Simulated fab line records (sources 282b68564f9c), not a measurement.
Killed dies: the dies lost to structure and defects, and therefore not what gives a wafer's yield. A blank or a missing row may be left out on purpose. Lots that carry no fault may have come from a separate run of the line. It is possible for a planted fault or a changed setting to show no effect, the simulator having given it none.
fab line records	flow rit-cmos
record lots=5	wafers=23
route steps=202 shown ACTIVE@4 FOX2@23 NWELL@29 NRETRO@54 PRETRO@69 GATE@78 SPACER@130 NSD@139 M1@202
start-h: hours from the record's first day to the start of the lot's first wafer shown	wait-h: hours from the lot's prior step to this one	" same as the row above	L1.1+2: a single row standing in for several wafers	- no value present, or no start provided	* or withheld: withheld	< > ~ a bound
route shown NAME@n: NAME is a module with steps in the file, n the number in the route of the first one	usual: mean/standard deviation taken from wafers without a fault	same: alike in all rows	chamber/n: place in a boat	sites: the reading at each site	_std_site: the standard deviation of these	_edge_site: mean of outer sites minus mean of inner sites	radius-mm: how far each site lies from the wafer's centre	mask NAME#n: copy n	behind: the most recent tool/chamber to have shaped the wafer	hold: why the lot was held/for how many hours/how that ended	device: transistor that didn't switch, given as n, p or np	end of line: the route-end tests of the same wafers	a step with no rows: only its recipe	killed: at the first sort, the dies lost to defects and structure; wafer yield is something else	map: dies across one wafer; x = killed, . = not, _ = none there
set.NAME: the run value of the setting; set.NAME@STEP: its run value at that earlier step	model.NAME: the simulator's own value behind a step, which no gauge read
lots whose settings were changed on purpose; a table a step, a row a wafer
## steps
# step RIT_ACTIVE_CVD_03
# recipe material=Si3N4	target-thk-nm=150	temp-c=810	precursor=SiH2Cl2/NH3	time-s=1500	pressure-mtorr=300	sih2cl2-flow-sccm=60	nh3-flow-sccm=150
lot.wafer	tool	chamber	start-h	wait-h	set.temp-c	model.Si3N4_of_ACTIVE_CVD_03.thk-nm
L078.1	-	-	-	0.1	810	150.4
L078.2	"	-	"	"	810	148.5
L078.4	"	-	"	"	810	149.5
L078.5	"	-	"	"	810	149
L078.6	"	-	"	"	810	148.7
L079.2	lpcvd-01	1	37.79	0.0	810	147.7
L079.4	"	1	"	"	810	147.9
L079.5	"	1	"	"	810	149
L080.1	-	-	-	0.1	799.8	124.5
L080.2	"	-	"	"	799.8	124.9
L080.3+5	"	-	"	"	799.8	124.4
L080.6	"	-	"	"	799.8	122.6
L081.1	-	-	-	0.1	828.1	207.3
L081.2	"	-	"	"	828.1	207.6
L081.3	"	-	"	"	828.1	206.6
L081.4	"	-	"	"	828.1	206
L081.5	"	-	"	"	828.1	206.5
L083.1	-	-	-	0.1	810	148.9
L083.2	"	-	"	"	810	148.7
L083.3+4	"	-	"	"	810	148.2
L083.6	"	-	"	"	810	148.8
# step RIT_ACTIVE_THK_MEAS_04
# recipe reads=Si3N4_of_ACTIVE_CVD_03
# usual ACTIVE_NITRIDE_THK=149.5/1.3
lot.wafer	tool	chamber	start-h	wait-h	set.temp-c@ACTIVE_CVD_03	ACTIVE_NITRIDE_THK[nm]
L078.1	film-metro-02	-	-	-	810	150.3
L078.2	"	-	"	"	810	148.5
L078.4	"	-	"	"	810	149.5
L078.5	"	-	"	"	810	149.0
L078.6	"	-	"	"	810	148.6
L079.2	film-metro-01	-	39.22	0.0	810	147.8
L079.4	"	-	"	"	810	147.9
L079.5	"	-	"	"	810	149.1
L080.1	film-metro-01	-	-	-	799.8	124.4
L080.2	"	-	"	"	799.8	124.9
L080.3	"	-	"	"	799.8	124.5
L080.5	"	-	"	"	799.8	124.4
L080.6	"	-	"	"	799.8	122.6
L081.1	film-metro-03	-	-	-	828.1	207.4
L081.2	"	-	"	"	828.1	207.7
L081.3	"	-	"	"	828.1	206.6
L081.4	"	-	"	"	828.1	206.0
L081.5	"	-	"	"	828.1	206.4
L083.1	film-metro-02	-	-	-	810	148.8
L083.2	"	-	"	"	810	148.8
L083.3	"	-	"	"	810	148.2
L083.4	"	-	"	"	810	148.3
L083.6	"	-	"	"	810	148.8
# step RIT_ACTIVE_COAT_06
# recipe resist=NOVOLAK	spin-rpm=3250	resist-thk-nm=1000
lot.wafer	tool	chamber	start-h	wait-h	set.resist-thk-nm	model.NOVOLAK_of_ACTIVE_COAT_06.thk-nm
L078.1	litho-track-01	0	33.77	0.1	1000	1000
L078.2	"	0	"	"	1016	1018
L078.4	"	0	"	"	1016	1015
L078.5	"	0	"	"	1016	1017
L078.6	"	0	"	"	1000	998.6
L079.2	litho-track-04	0	39.44	0.1	1000	1000
L079.4	"	0	"	"	1000	1001
L079.5	"	0	"	"	1000	1002
L080.1	litho-track-01	0	43.99	0.1	1024	1031
L080.2	"	0	"	"	1024	1028
L080.3	"	0	"	"	1000	1005
L080.5	"	0	"	"	1024	1029
L080.6	"	0	"	"	1000	1006
L081.1	litho-track-04	0	49.60	0.1	944.5	946.9
L081.2	"	0	"	"	1000	999.9
L081.3	"	0	"	"	944.5	943.7
L081.4	"	0	"	"	1000	1002
L081.5	"	0	"	"	944.5	944
L083.1+3	litho-track-01	0	59.03	0.1	1000	997.7
L083.2	"	0	"	"	1000	1001
L083.4	"	0	"	"	1000	999.5
L083.6	"	0	"	"	1000	997.1
# step RIT_ACTIVE_HARDBAKE_12
# recipe resist=NOVOLAK	temp-c=140	time-s=60
lot.wafer	tool	chamber	start-h	wait-h	set.temp-c	set.resist-thk-nm@ACTIVE_COAT_06	model.NOVOLAK_of_ACTIVE_COAT_06.thk-nm
L078.1	litho-track-04	0	34.59	0.1	140	1000	884
L078.2	"	0	"	"	140	1016	899.9
L078.4	"	0	"	"	143.2	1016	892.7
L078.5	"	0	"	"	143.2	1016	894
L078.6	"	0	"	"	140	1000	882.6
L079.2	litho-track-03	0	40.39	0.1	140	1000	884.2
L079.4	"	0	"	"	140	1000	884.6
L079.5	"	0	"	"	140	1000	885.5
L080.1	litho-track-03	0	44.94	0.1	140	1024	910.6
L080.2	"	0	"	"	138.1	1024	911.5
L080.3	"	0	"	"	138.1	1000	890.7
L080.5	"	0	"	"	140	1024	909.3
L080.6	"	0	"	"	140	1000	889.1
L081.1	litho-track-03	0	50.55	0.1	140	944.5	837.3
L081.2	"	0	"	"	140	1000	883.7
L081.3	"	0	"	"	141.3	944.5	832.9
L081.4	"	0	"	"	141.3	1000	883.7
L081.5	"	0	"	"	140	944.5	834.8
L083.1	litho-track-01	0	59.85	0.1	140	1000	881.8
L083.2	"	0	"	"	142.7	1000	880.7
L083.3	"	0	"	"	142.7	1000	878.2
L083.4	"	0	"	"	140	1000	883.4
L083.6	"	0	"	"	142.7	1000	877.7
# step RIT_ACTIVE_ETCH_13
# recipe stop-on=SiO2	chemistry=SF6	target=Si3N4	time-s=210	over-etch-frac=0.4	SF6_flow_sccm=200	pressure-mtorr=260	rf-w=125	target-depth-a=2100
# usual oes-product-au=0.810/0.0088
lot.wafer	tool	chamber	start-h	wait-h	set.temp-c@ACTIVE_CVD_03	set.resist-thk-nm@ACTIVE_COAT_06	oes-product-au	model.ACTIVE.feature-depth-nm	model.etch.depth-nm	model.NOVOLAK_of_ACTIVE_COAT_06.thk-nm
L078.1	rie-diel-02	0	34.74	0.1	810	1000	0.825	150.4	150.4	664.5
L078.2	"	3	"	"	810	1016	0.802	148.7	148.5	666.2
L078.4	"	1	"	"	810	1016	0.812	152.3	149.5	651.2
L078.5	"	2	"	"	810	1016	0.803	149	149	668.3
L078.6	"	1	"	"	810	1000	0.805	151.6	148.7	641.6
L079.2	rie-diel-04	3	40.51	0.1	810	1000	0.817	147.7	147.7	668
L079.4	"	0	"	"	810	1000	0.784	149.3	147.9	648.6
L079.5	"	3	"	"	810	1000	0.813	149	149	670.2
L080.1	rie-diel-02	0	45.09	0.1	799.8	1024	0.741	124.5	124.5	691.3
L080.2	"	3	"	"	799.8	1024	0.739	125.2	124.9	678.6
L080.3	"	2	"	"	799.8	1000	0.733	124.4	124.4	665.6
L080.5	"	0	"	"	799.8	1024	0.746	124.4	124.4	691.9
L080.6	"	3	"	"	799.8	1000	0.736	122.8	122.6	657.9
L081.1	rie-diel-04	1	50.70	0.1	828.1	944.5	0.961	201.5	201.5	618.3
L081.2	"	3	"	"	828.1	1000	0.954	195.4	195.4	671.3
L081.3	"	0	"	"	828.1	944.5	0.959	208	206.6	597.8
L081.4	"	2	"	"	828.1	1000	0.975	204.4	204.4	661.5
L081.5	"	3	"	"	828.1	944.5	0.957	195.3	195.3	622.5
L083.1	rie-diel-04	0	60.00	0.1	810	1000	0.797	150.4	148.9	647.6
L083.2	"	3	"	"	810	1000	0.819	148.7	148.7	667.6
L083.3	"	1	"	"	810	1000	0.803	148.2	148.2	660.1
L083.4	"	2	"	"	810	1000	0.807	148.2	148.2	662.3
L083.6	"	3	"	"	810	1000	0.811	148.8	148.8	664.7
# step RIT_FOX2_OXIDATION_00
# recipe temp-c=1100	ambient=H2O	target-thk-a=3507	p-h2o-torr=720	ox-time-s=1130
lot.wafer	tool	chamber	start-h	wait-h	set.ox-time-s	model.SiO2_of_FOX2_OXIDATION_00.thk-nm
L078.1	-	-	-	0.0	1290	378.5
L078.2	"	-	"	"	1290	380.4
L078.4	"	-	"	"	1290	384.5
L078.5	"	-	"	"	1290	382.4
L078.6	"	-	"	"	1290	387.5
L079.2	furnace-03	0	42.81	0.0	1130	357.5
L079.4	"	0	"	"	1130	356.4
L079.5	"	0	"	"	1130	351
L080.1	-	-	-	0.0	1130	352.1
L080.2	"	-	"	"	1130	342.5
L080.3	"	-	"	"	1130	342.4
L080.5	"	-	"	"	1130	347.8
L080.6	"	-	"	"	1130	351.9
L081.1	-	-	-	0.0	968.8	318
L081.2	"	-	"	"	968.8	319.6
L081.3	"	-	"	"	968.8	318.4
L081.4	"	-	"	"	968.8	316.9
L081.5	"	-	"	"	968.8	321.4
L083.1	-	-	-	0.0	1130	348.9
L083.2	"	-	"	"	1130	348.6
L083.3	"	-	"	"	1130	347.1
L083.4	"	-	"	"	1130	352
L083.6	"	-	"	"	1130	345.7
# step RIT_FOX2_THK_MEAS_01
# recipe reads=SiO2_of_FOX2_OXIDATION_00
# usual FOX2_OXIDE_THK=350/5.6
lot.wafer	tool	chamber	start-h	wait-h	set.ox-time-s@FOX2_OXIDATION_00	FOX2_OXIDE_THK[nm]
L078.1	film-metro-04	-	-	-	1290	378
L078.2	"	-	"	"	1290	381
L078.4	"	-	"	"	1290	385
L078.5	"	-	"	"	1290	382
L078.6	"	-	"	"	1290	387
L079.2	film-metro-02	-	44.14	0.0	1130	357
L079.4	"	-	"	"	1130	356
L079.5	"	-	"	"	1130	351
L080.1	film-metro-04	-	-	-	1130	352
L080.2	"	-	"	"	1130	343
L080.3	"	-	"	"	1130	342
L080.5	"	-	"	"	1130	348
L080.6	"	-	"	"	1130	352
L081.1	film-metro-02	-	-	-	968.8	318
L081.2	"	-	"	"	968.8	319
L081.3	"	-	"	"	968.8	318
L081.4	"	-	"	"	968.8	317
L081.5	"	-	"	"	968.8	321
L083.1	film-metro-04	-	-	-	1130	349
L083.2	"	-	"	"	1130	349
L083.3	"	-	"	"	1130	347
L083.4	"	-	"	"	1130	352
L083.6	"	-	"	"	1130	346
# step RIT_FOX2_CLEAN_02
# recipe chemistry=dHF	dilution=50:1	time-s=180
# step RIT_FOX2_WET_ETCH_03
# recipe chemistry=H3PO4	target=Si3N4	target-depth-nm=195	temp-c=165	time-s=2700
# step RIT_FOX2_THK_MEAS_90
# recipe reads=SiO2_of_FOX2_OXIDATION_00
# usual FIELD_OXIDE_LEFT_1_THK=322/5.6
lot.wafer	tool	chamber	start-h	wait-h	set.ox-time-s@FOX2_OXIDATION_00	FIELD_OXIDE_LEFT_1_THK[nm]
L078.1	film-metro-03	-	41.32	0.0	1290	351
L078.2	"	-	"	"	1290	353
L078.4	"	-	"	"	1290	357
L078.5	"	-	"	"	1290	355
L078.6	"	-	"	"	1290	360
L079.2	film-metro-04	-	45.02	0.0	1130	330
L079.4	"	-	"	"	1130	329
L079.5	"	-	"	"	1130	324
L080.1	film-metro-02	-	50.55	0.0	1130	325
L080.2	"	-	"	"	1130	315
L080.3	"	-	"	"	1130	315
L080.5	"	-	"	"	1130	321
L080.6	"	-	"	"	1130	325
L081.1	film-metro-04	-	55.21	0.0	968.8	291
L081.2	"	-	"	"	968.8	292
L081.3	"	-	"	"	968.8	291
L081.4	"	-	"	"	968.8	290
L081.5	"	-	"	"	968.8	294
L083.1	film-metro-04	-	64.49	0.0	1130	322
L083.2	"	-	"	"	1130	321
L083.3	"	-	"	"	1130	320
L083.4	"	-	"	"	1130	325
L083.6	"	-	"	"	1130	318
# step RIT_NWELL_COAT_01
# recipe resist=NOVOLAK	spin-rpm=2000	resist-thk-nm=1300
lot.wafer	tool	chamber	start-h	wait-h	set.resist-thk-nm	model.NOVOLAK_of_NWELL_COAT_01.thk-nm
L078.1	litho-track-02	0	41.62	0.1	1228	1231
L078.2	"	0	"	"	1300	1301
L078.4	"	0	"	"	1300	1302
L078.5	"	0	"	"	1228	1229
L078.6	"	0	"	"	1228	1230
L079.2	litho-track-03	0	45.26	0.1	1300	1303
L079.4	"	0	"	"	1300	1299
L079.5	"	0	"	"	1300	1300
L080.1+6	litho-track-04	0	50.77	0.1	1300	1294
L080.2+5	"	0	"	"	1300	1293
L080.3	"	0	"	"	1300	1296
L081.1+4	litho-track-02	0	55.42	0.1	1300	1300
L081.2	"	0	"	"	1351	1353
L081.3	"	0	"	"	1351	1348
L081.5	"	0	"	"	1351	1350
L083.1	litho-track-04	0	64.71	0.1	1264	1261
L083.2	"	0	"	"	1300	1300
L083.3	"	0	"	"	1300	1302
L083.4	"	0	"	"	1300	1297
L083.6	"	0	"	"	1264	1269
# step RIT_NWELL_SOFTBAKE_02
# recipe resist=NOVOLAK	temp-c=90	time-s=60
# step RIT_NWELL_EXPOSE_03
# recipe mask-id=M2	na=0.57	target-cd-nm=43900	dose-mj=250
# step RIT_NWELL_DEVELOP_05
# recipe resist=NOVOLAK	develop-time-s=68	dev-temp-c=23
# step RIT_NWELL_HARDBAKE_07
# recipe resist=NOVOLAK	temp-c=140	time-s=120
lot.wafer	tool	chamber	start-h	wait-h	set.resist-thk-nm@NWELL_COAT_01	model.NOVOLAK_of_NWELL_COAT_01.thk-nm
L078.1+6	litho-track-04	0	42.38	0.0	1228	1077
L078.2	"	0	"	"	1300	1138
L078.4	"	0	"	"	1300	1139
L078.5	"	0	"	"	1228	1076
L079.2	litho-track-02	0	46.07	0.1	1300	1139
L079.4	"	0	"	"	1300	1136
L079.5	"	0	"	"	1300	1137
L080.1+2+5	litho-track-02	0	51.66	0.0	1300	1131
L080.3	"	0	"	"	1300	1134
L080.6	"	0	"	"	1300	1132
L081.1+4	litho-track-02	0	56.31	0.0	1300	1137
L081.2	"	0	"	"	1351	1183
L081.3	"	0	"	"	1351	1178
L081.5	"	0	"	"	1351	1180
L083.1	litho-track-02	0	65.61	0.0	1264	1103
L083.2	"	0	"	"	1300	1137
L083.3	"	0	"	"	1300	1138
L083.4	"	0	"	"	1300	1134
L083.6	"	0	"	"	1264	1111
# step RIT_NWELL_IMPLANT_08
# recipe species=P	energy-kev=170	dose-cm2=5e+13	tilt-deg=7
lot.wafer	tool	chamber	start-h	wait-h	set.energy-kev	model.implant.rp-nm	model.implant.drp-nm
L078.1+2+4+5+6	implanter-01	0	42.63	0.2	170	219.2	68.82
L079.2+4+5	implanter-04	0	46.30	0.2	170	203.2	68.82
L080.1+2	implanter-02	0	51.91	0.2	173.3	214.5	69.82
L080.3+5+6	"	0	"	"	170	210.3	68.82
L081.1+2+4	implanter-01	0	56.56	0.2	161.9	201.5	66.4
L081.3+5	"	0	"	"	170	211.9	68.82
L083.1+2+4	implanter-01	0	65.86	0.2	163.1	200.7	66.76
L083.3+6	"	0	"	"	170	209.4	68.82
# step RIT_NRETRO_COAT_01
# recipe resist=NOVOLAK	spin-rpm=2000	resist-thk-nm=1300
lot.wafer	tool	chamber	start-h	wait-h	set.resist-thk-nm	model.NOVOLAK_of_NRETRO_COAT_01.thk-nm
L078.1	litho-track-01	0	50.15	0.1	1353	1359
L078.2+4	"	0	"	"	1353	1356
L078.5	"	0	"	"	1300	1306
L078.6	"	0	"	"	1300	1307
L079.2	litho-track-02	0	54.86	0.1	1300	1300
L079.4	"	0	"	"	1300	1302
L079.5	"	0	"	"	1300	1296
L080.1	litho-track-03	0	60.23	0.1	1300	1305
L080.2	"	0	"	"	1300	1303
L080.3	"	0	"	"	1334	1336
L080.5	"	0	"	"	1334	1339
L080.6	"	0	"	"	1300	1302
L081.1	litho-track-02	0	64.03	0.1	1276	1276
L081.2	"	0	"	"	1300	1307
L081.3	"	0	"	"	1276	1281
L081.4	"	0	"	"	1300	1304
L081.5	"	0	"	"	1276	1277
L083.1	litho-track-03	0	73.39	0.1	1300	1304
L083.2	"	0	"	"	1300	1308
L083.3	"	0	"	"	1300	1305
L083.4	"	0	"	"	1300	1310
L083.6	"	0	"	"	1300	1309
# step RIT_NRETRO_SOFTBAKE_02
# recipe resist=NOVOLAK	temp-c=90	time-s=60
# step RIT_NRETRO_EXPOSE_03
# recipe mask-id=M4	na=0.57	target-cd-nm=43900	dose-mj=250
# step RIT_NRETRO_DEVELOP_05
# recipe resist=NOVOLAK	develop-time-s=68	dev-temp-c=23
# step RIT_NRETRO_HARDBAKE_07
# recipe resist=NOVOLAK	temp-c=140	time-s=120
lot.wafer	tool	chamber	start-h	wait-h	set.resist-thk-nm@NRETRO_COAT_01	model.NOVOLAK_of_NRETRO_COAT_01.thk-nm
L078.1	litho-track-01	0	51.04	0.0	1353	1187
L078.2+4	"	0	"	"	1353	1185
L078.5	"	0	"	"	1300	1142
L078.6	"	0	"	"	1300	1143
L079.2	litho-track-03	0	55.64	0.1	1300	1137
L079.4	"	0	"	"	1300	1138
L079.5	"	0	"	"	1300	1134
L080.1	litho-track-03	0	61.12	0.0	1300	1141
L080.2	"	0	"	"	1300	1140
L080.3	"	0	"	"	1334	1168
L080.5	"	0	"	"	1334	1171
L080.6	"	0	"	"	1300	1139
L081.1	litho-track-03	0	64.86	0.1	1276	1116
L081.2	"	0	"	"	1300	1143
L081.3	"	0	"	"	1276	1120
L081.4	"	0	"	"	1300	1140
L081.5	"	0	"	"	1276	1117
L083.1	litho-track-01	0	74.16	0.0	1300	1140
L083.2	"	0	"	"	1300	1144
L083.3	"	0	"	"	1300	1141
L083.4+6	"	0	"	"	1300	1145
# step RIT_NRETRO_IMPLANT_08
# recipe species=P	energy-kev=70	dose-cm2=1e+13	tilt-deg=7
lot.wafer	tool	chamber	start-h	wait-h	set.energy-kev	model.implant.rp-nm	model.implant.drp-nm
L078.1+2+5	implanter-04	0	51.29	0.2	70	86.99	33.94
L078.4+6	"	0	"	"	67.39	83.66	32.86
L079.2+4+5	implanter-02	0	55.88	0.2	70	87.11	33.94
L080.1+2+3+5+6	implanter-04	0	61.37	0.2	70	84.41	33.94
L081.1+5	implanter-04	0	65.11	0.2	70	84.71	33.94
L081.2+3+4	"	0	"	"	67.34	81.4	32.84
L083.1+3+4	implanter-03	0	74.41	0.2	70	85.85	33.94
L083.2+6	"	0	"	"	68.74	84.27	33.42
# step RIT_PRETRO_DEVELOP_05
# recipe resist=NOVOLAK	develop-time-s=68	dev-temp-c=23
lot.wafer	tool	chamber	start-h	wait-h	set.dev-temp-c
L078.1+2+4+5+6	litho-track-03	0	-	-	23
L079.2+4+5	litho-track-03	0	-	-	23
L080.1+2+3	litho-track-04	0	-	-	21.06
L080.5+6	"	0	"	"	23
L081.1+3	litho-track-03	0	-	-	20.87
L081.2+4+5	"	0	"	"	23
L083.1+4+6	litho-track-03	0	-	-	23
L083.2+3	"	0	"	"	24.65
# step RIT_PRETRO_HARDBAKE_07
# recipe resist=NOVOLAK	temp-c=140	time-s=120
# step RIT_GATE_CLEAN_03
# recipe chemistry=SC2	mix=3:3:50	time-s=600	temp-c=75	dry=n2-spin
# step RIT_GATE_CLEAN_04
# recipe chemistry=dHF	dilution=50:1	time-s=60	dry=n2-spin
# step RIT_FOX2_THK_MEAS_91
# recipe reads=SiO2_of_FOX2_OXIDATION_00
# usual FIELD_OXIDE_LEFT_2_THK=255/5.8
lot.wafer	tool	chamber	start-h	wait-h	set.ox-time-s@FOX2_OXIDATION_00	FIELD_OXIDE_LEFT_2_THK[nm]
L078.1	film-metro-04	-	53.77	0.0	1290	292
L078.2	"	-	"	"	1290	294
L078.4	"	-	"	"	1290	298
L078.5	"	-	"	"	1290	296
L078.6	"	-	"	"	1290	301
L079.2	film-metro-03	-	58.21	0.0	1130	263
L079.4	"	-	"	"	1130	262
L079.5	"	-	"	"	1130	257
L080.1	film-metro-03	-	63.84	0.0	1130	264
L080.2	"	-	"	"	1130	254
L080.3	"	-	"	"	1130	255
L080.5	"	-	"	"	1130	260
L080.6	"	-	"	"	1130	264
L081.1	film-metro-04	-	67.48	0.0	968.8	223
L081.2	"	-	"	"	968.8	224
L081.3	"	-	"	"	968.8	223
L081.4	"	-	"	"	968.8	222
L081.5	"	-	"	"	968.8	226
L083.1	film-metro-03	-	76.89	0.0	1130	262
L083.2	"	-	"	"	1130	262
L083.3	"	-	"	"	1130	260
L083.4	"	-	"	"	1130	265
L083.6	"	-	"	"	1130	258
# step RIT_SPACER_ETCHBACK_05
# recipe target-depth-a=2500	SF6_flow_sccm=30	CHF3_flow_sccm=30	target=Si3N4	chemistry=SF6/CHF3	pressure-mtorr=40	rf-w=250	time-s=240	stop-on=SiO2
lot.wafer	tool	chamber	start-h	wait-h	set.time-s
L078.1+4+5	rie-diel-01	1,3,2	70.03	0.1	240
L078.2+6	"	2,1	"	"	273.3
L079.2+4+5	rie-diel-03	1,2,3	72.11	0.0	240
L080.1+2+3+5+6	rie-diel-04	0,3,1,3,0	78.16	0.1	240
L081.1+2+4	rie-diel-01	2,3,1	82.52	0.1	240
L081.3+5	"	0,3	"	"	228.7
L083.1+2+4	rie-diel-03	0,3,2	93.10	0.1	221.5
L083.3+6	"	1,2	"	"	240
# step RIT_NSD_IMPLANT_08
# recipe species=P	energy-kev=25	dose-cm2=1e+15	tilt-deg=7
lot.wafer	tool	chamber	start-h	wait-h	set.dose-cm2
L078.1+2+4	implanter-04	0	71.21	0.1	1e+15
L078.5+6	"	0	"	"	9.406e+14
L079.2+4+5	implanter-03	0	73.53	0.1	1e+15
L080.1+2+6	implanter-04	0	79.47	0.1	1e+15
L080.3+5	"	0	"	"	1.058e+15
L081.1+4	implanter-03	0	83.70	0.1	1.047e+15
L081.2+3+5	"	0	"	"	1e+15
L083.1+2+6	implanter-04	0	94.41	0.1	1e+15
L083.3+4	"	0	"	"	9.783e+14
# step RIT_M1_PROBE_99
lot.wafer	tool	chamber	start-h	wait-h	set.time-s@SPACER_ETCHBACK_05	model.etest.nmos_0p15.r-on-ohm-um
L078.1	prober-01	-	80.87	0.1	240	1107
L078.2	prober-01	-	80.92	0.1	273.3	1363
L078.4	prober-01	-	81.02	0.2	240	1123
L078.5	prober-01	-	81.07	0.2	240	1121
L078.6	prober-01	-	81.12	0.2	273.3	1305
L079.2	prober-02	-	83.24	0.1	240	1148
L079.4	prober-02	-	83.34	0.2	240	1149
L079.5	prober-02	-	83.39	0.2	240	1181
L080.1	prober-01	-	89.20	0.1	240	1164
L080.2+3	prober-01	-	89.25	0.1	240	1107
L080.5	prober-01	-	89.40	0.2	240	1090
L080.6	prober-01	-	89.45	0.2	240	1197
L083.1	prober-01	-	104.23	0.1	221.5	1059
L083.2	prober-01	-	104.28	0.1	221.5	1037
L083.3	prober-01	-	104.33	0.2	240	1110
L083.4	prober-01	-	104.38	0.2	221.5	1066
L083.6	prober-01	-	104.48	0.2	240	1115
L081.3	prober-02	-	111.34	0.2	228.7	1100
# killed by level:class
L079.2 REOX:geometric-particle:open=3 SPACER:geometric-particle:open=3 REOX:geometric-particle:short=2 SPACER:geometric-particle:short=2 GATE:geometric-particle:open=1
L079.4 FOX1:geometric-particle:open=1 SPACER:geometric-particle:open=1 SILICIDE:geometric-particle:open=1
L079.5 SPACER:geometric-particle:short=2 FOX1:geometric-particle:short=1 FOX1:geometric-particle:open=1 GATE:geometric-particle:short=1 SPACER:geometric-particle:open=1 SILICIDE:geometric-particle:short=1
## key
split step=RIT_ACTIVE_CVD_03	setting=temp-c	stated=810	by=lot
response step=RIT_ACTIVE_CVD_03	reading=model.Si3N4_of_ACTIVE_CVD_03.thk-nm	change=+24.1	per=1%	r=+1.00
response step=RIT_ACTIVE_THK_MEAS_04	reading=ACTIVE_NITRIDE_THK	change=+24.1	per=1%	r=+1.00
response step=RIT_ACTIVE_ETCH_13	reading=oes-product-au	change=+0.0646	per=1%	r=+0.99
response step=RIT_ACTIVE_ETCH_13	reading=model.ACTIVE.feature-depth-nm	change=+22.2	per=1%	r=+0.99
response step=RIT_ACTIVE_ETCH_13	reading=model.etch.depth-nm	change=+22.1	per=1%	r=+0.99
split step=RIT_ACTIVE_COAT_06	setting=resist-thk-nm	stated=1000	by=wafer
response step=RIT_ACTIVE_COAT_06	reading=model.NOVOLAK_of_ACTIVE_COAT_06.thk-nm	change=+10.1	per=1%	r=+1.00
response step=RIT_ACTIVE_HARDBAKE_12	reading=model.NOVOLAK_of_ACTIVE_COAT_06.thk-nm	change=+8.67	per=1%	r=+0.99
response step=RIT_ACTIVE_ETCH_13	reading=model.NOVOLAK_of_ACTIVE_COAT_06.thk-nm	change=+9.52	per=1%	r=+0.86
split step=RIT_ACTIVE_HARDBAKE_12	setting=temp-c	stated=140	by=wafer
response none clear
split step=RIT_FOX2_OXIDATION_00	setting=ox-time-s	stated=1130	by=lot
response step=RIT_FOX2_OXIDATION_00	reading=model.SiO2_of_FOX2_OXIDATION_00.thk-nm	change=+2.24	per=1%	r=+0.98
response step=RIT_FOX2_THK_MEAS_01	reading=FOX2_OXIDE_THK	change=+2.25	per=1%	r=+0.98
response step=RIT_FOX2_THK_MEAS_90	reading=FIELD_OXIDE_LEFT_1_THK	change=+2.24	per=1%	r=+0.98
response step=RIT_FOX2_THK_MEAS_91	reading=FIELD_OXIDE_LEFT_2_THK	change=+2.55	per=1%	r=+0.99
split step=RIT_NWELL_COAT_01	setting=resist-thk-nm	stated=1300	by=wafer
response step=RIT_NWELL_COAT_01	reading=model.NOVOLAK_of_NWELL_COAT_01.thk-nm	change=+12.9	per=1%	r=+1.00
response step=RIT_NWELL_HARDBAKE_07	reading=model.NOVOLAK_of_NWELL_COAT_01.thk-nm	change=+11.1	per=1%	r=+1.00
split step=RIT_NWELL_IMPLANT_08	setting=energy-kev	stated=170	by=wafer
response step=RIT_NWELL_IMPLANT_08	reading=model.implant.rp-nm	change=+2.17	per=1%	r=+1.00
response step=RIT_NWELL_IMPLANT_08	reading=model.implant.drp-nm	change=+0.51	per=1%	r=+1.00
split step=RIT_NRETRO_COAT_01	setting=resist-thk-nm	stated=1300	by=wafer
response step=RIT_NRETRO_COAT_01	reading=model.NOVOLAK_of_NRETRO_COAT_01.thk-nm	change=+12.9	per=1%	r=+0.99
response step=RIT_NRETRO_HARDBAKE_07	reading=model.NOVOLAK_of_NRETRO_COAT_01.thk-nm	change=+11.1	per=1%	r=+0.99
split step=RIT_NRETRO_IMPLANT_08	setting=energy-kev	stated=70	by=wafer
response step=RIT_NRETRO_IMPLANT_08	reading=model.implant.rp-nm	change=+0.882	per=1%	r=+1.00
response step=RIT_NRETRO_IMPLANT_08	reading=model.implant.drp-nm	change=+0.29	per=1%	r=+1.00
split step=RIT_PRETRO_DEVELOP_05	setting=dev-temp-c	stated=23	by=wafer
response none clear
split step=RIT_SPACER_ETCHBACK_05	setting=time-s	stated=240	by=wafer
response step=RIT_M1_PROBE_99	reading=model.etest.nmos_0p15.r-on-ohm-um	change=+13.7	per=1%	r=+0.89
split step=RIT_NSD_IMPLANT_08	setting=dose-cm2	stated=1e+15	by=wafer
response none in this file
